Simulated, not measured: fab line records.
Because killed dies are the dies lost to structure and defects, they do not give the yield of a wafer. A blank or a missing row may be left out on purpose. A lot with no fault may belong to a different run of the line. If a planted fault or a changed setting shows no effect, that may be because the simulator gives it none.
Split-lot trial ; flow berkeley_cmos170 ; 27 wafers read from 5 lots, route of 331 steps

ON THE SPLIT
At UCB170_FIELD_OXIDATION_01 (target thk 558.3 nm, ox time 7200 s), the setting ox_time_s was moved away from the recipe's 7200 s on 18 of the 27 wafers read, by +23.0% to +50.0%. This setting was run at the recipe's value on the other wafers.

FROM THE SPLIT TO THE READING: what the file shows between them, 9 steps
- UCB170_FIELD_THK_MEAS_02
- UCB170_FIELD_ANNEAL_03: time 1200 s
- UCB170_FIELD_WET_ETCH_04: etches SiO2 in dHF, time 60 s
- UCB170_FIELD_WET_ETCH_05: etches Si3N4 in H3PO4, time 12600 s
- UCB170_FIELD_WET_ETCH_06: etches SiO2 in BOE, time 22 s
- UCB170_FIELD_THK_MEAS_90
- UCB170_SACOX_CLEAN_00: cleans in dHF, time 7.5 s
- UCB170_SACOX_OXIDATION_01: target thk 14.4 nm, ox time 2400 s
- UCB170_GATE_WET_ETCH_00: etches SiO2 in dHF, time 200 s

THE READING
FIELD_OXIDE_LEFT_2_THK, in nm, at UCB170_FIELD_THK_MEAS_91. On this fab line, fault-free wafers typically give 355 nm with a standard deviation of 9.2 nm.

wafer;tool, chamber at the split;ox_time_s as run, s;against the recipe;FIELD_OXIDE_LEFT_2_THK, nm;against lot-mates on the recipe
L075.1;-, -;8858;+23.0%;435;no lot-mate on the recipe
L075.2;-, -;8858;+23.0%;439;no lot-mate on the recipe
L075.3;-, -;8858;+23.0%;444;no lot-mate on the recipe
L075.4;-, -;8858;+23.0%;442;no lot-mate on the recipe
L075.5;-, -;8858;+23.0%;443;no lot-mate on the recipe
L075.6;-, -;8858;+23.0%;442;no lot-mate on the recipe
L079.1;-, -;7200;recipe;358;-
L079.2;-, -;7200;recipe;354;-
L079.3;-, -;7200;recipe;359;-
L079.4;-, -;7200;recipe;360;-
L079.5;-, -;7200;recipe;350;-
L079.6;-, -;7200;recipe;350;-
L078.1;-, -;10800;+50.0%;516;no lot-mate on the recipe
L078.2;-, -;10800;+50.0%;523;no lot-mate on the recipe
L078.3;-, -;10800;+50.0%;527;no lot-mate on the recipe
L078.4;-, -;10800;+50.0%;521;no lot-mate on the recipe
L078.5;-, -;10800;+50.0%;525;no lot-mate on the recipe
L078.6;-, -;10800;+50.0%;513;no lot-mate on the recipe
L081.1;furnace-02, 0;7200;recipe;339;-
L081.4;furnace-02, 0;7200;recipe;341;-
L081.5;furnace-02, 0;7200;recipe;337;-
L083.1;-, -;9549;+32.6%;461;no lot-mate on the recipe
L083.2;-, -;9549;+32.6%;463;no lot-mate on the recipe
L083.3;-, -;9549;+32.6%;474;no lot-mate on the recipe
L083.4;-, -;9549;+32.6%;473;no lot-mate on the recipe
L083.5;-, -;9549;+32.6%;467;no lot-mate on the recipe
L083.6;-, -;9549;+32.6%;469;no lot-mate on the recipe

THE FIT
A straight line over all 27 wafers: FIELD_OXIDE_LEFT_2_THK changes by +3.45 nm for each +1% of ox_time_s; r = +0.99; the points scatter about the line by 8.1 nm.
Too few moved wafers with a lot-mate on the recipe to fit a line net of each lot's own level.

THE WHOLE CHAIN: every reading that the file lists as answering this split, in the file's order
step;what it does;reading;change (the file's fit);r (the file's)
UCB170_FIELD_OXIDATION_01;target thk 558.3 nm, ox time 7200 s;SiO2_of_FIELD_OXIDATION_01.thk_nm (the simulator's own value, which no gauge read);+3.46 nm for each +1% of the setting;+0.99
UCB170_FIELD_THK_MEAS_02;;FIELD_OXIDE_THK;+3.46 for each +1% of the setting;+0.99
UCB170_FIELD_THK_MEAS_90;;FIELD_OXIDE_LEFT_1_THK;+3.48 for each +1% of the setting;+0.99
UCB170_FIELD_THK_MEAS_91;;FIELD_OXIDE_LEFT_2_THK;+3.45 for each +1% of the setting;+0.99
UCB170_M3_PROBE_99;;etest.pldd.width_nm (the simulator's own value, which no gauge read);-4.46 nm for each +1% of the setting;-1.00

FILE'S OWN FIT
FIELD_OXIDE_LEFT_2_THK changes by +3.45 nm for each +1% of ox_time_s, r = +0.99.
